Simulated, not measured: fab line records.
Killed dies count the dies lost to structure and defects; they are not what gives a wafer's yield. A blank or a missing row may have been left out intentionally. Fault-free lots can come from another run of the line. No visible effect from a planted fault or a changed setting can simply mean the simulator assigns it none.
Code-filled problem report in 8D (eight disciplines) form + flow berkeleyCmos170 + the parts of the form that need people (team, actions taken, sign-off) are left out

1. THE ISSUE
At UCB170_V1_DEVELOP_11, developerTempC averages 20.20 C over 6 wafers from 2 lots, while fault-free wafers read 21.01 C, standard deviation 0.1. That is -8.1 standard deviations from the usual mean.
The step: develop time 45 s.
First observed at day 11 18:00: wafer L718.1, on lithoTrack-02. The record holds 42 wafers of 14 lots with a number at this step. The rule behind "out" and "out of limits": a value lying over 4 standard deviations away from the usual mean. The rest of the wafers with a number are treated as sound.

2. WHAT IT IS AND WHAT IT IS NOT
| question                    | is                     | is not                                                                          |
|-----------------------------|------------------------|---------------------------------------------------------------------------------|
| which readings at this step | developerTempC         | -                                                                               |
| which lots                  | L718, L721             | L703, L704, L706, L707, L709, L710, L711, L714, L716, L723, L724, L726          |
| which wafers of those lots  | all that have a number | -                                                                               |
| read on which tools         | lithoTrack-02          | lithoTrack-01, lithoTrack-04                                                    |
| when                        | from day 11 18:00      | up to then (27 sound wafers); but 9 sound wafers of L723, L724, L726 came after |

3. THE SUSPECTS, EACH WITH WHAT RULES IT OUT
Counting: a tool stays on the suspect list if, at a process step up to the reading, it processed all lots that are out and no sound lot following the first of them.
- lithoTrack-02 at UCB170_V1_DEVELOP_11 (develop time 45 s): kept. All lots that are out passed through it, beginning with L718 at day 11 18:00, and no sound lot followed; its final sound lot before that point was L714 at day 11 05:00. Its own readings are out on those wafers: developerTempC.
The count leaves lithoTrack-02 at UCB170_V1_DEVELOP_11.

4. THE CAUSE (what the simulator had put in)
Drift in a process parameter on lithoTrack-02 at UCB170_V1_DEVELOP_11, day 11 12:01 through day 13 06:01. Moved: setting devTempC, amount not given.
This tool alone remained once counting was done.

5. THE CHAIN OF EFFECTS, in route order
One row per reading whose mean, taken over the struck wafers that have a number, lies over 3 standard deviations from the usual. Only readings whose record carries a usual standard deviation are examined. hours: median over the lots of the time between each lot's start at the first step of this table that gives one and its start at this step. sigmas: the change, counted in usual standard deviations.
| hours | step                 | reading        | usual   | on struck wafers | change | sigmas |
|-------|----------------------|----------------|---------|------------------|--------|--------|
| 0     | UCB170_V1_DEVELOP_11 | developerTempC | 21.01 C | 20.20            | -0.81  | -8.1   |
Its process steps:
- UCB170_V1_DEVELOP_11: develop time 45 s.

6. HOW IT WOULD HAVE BEEN CAUGHT EARLIER
In this record the first reading out of limits was taken at day 11 18:00, 6 hours after the fault began at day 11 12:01.
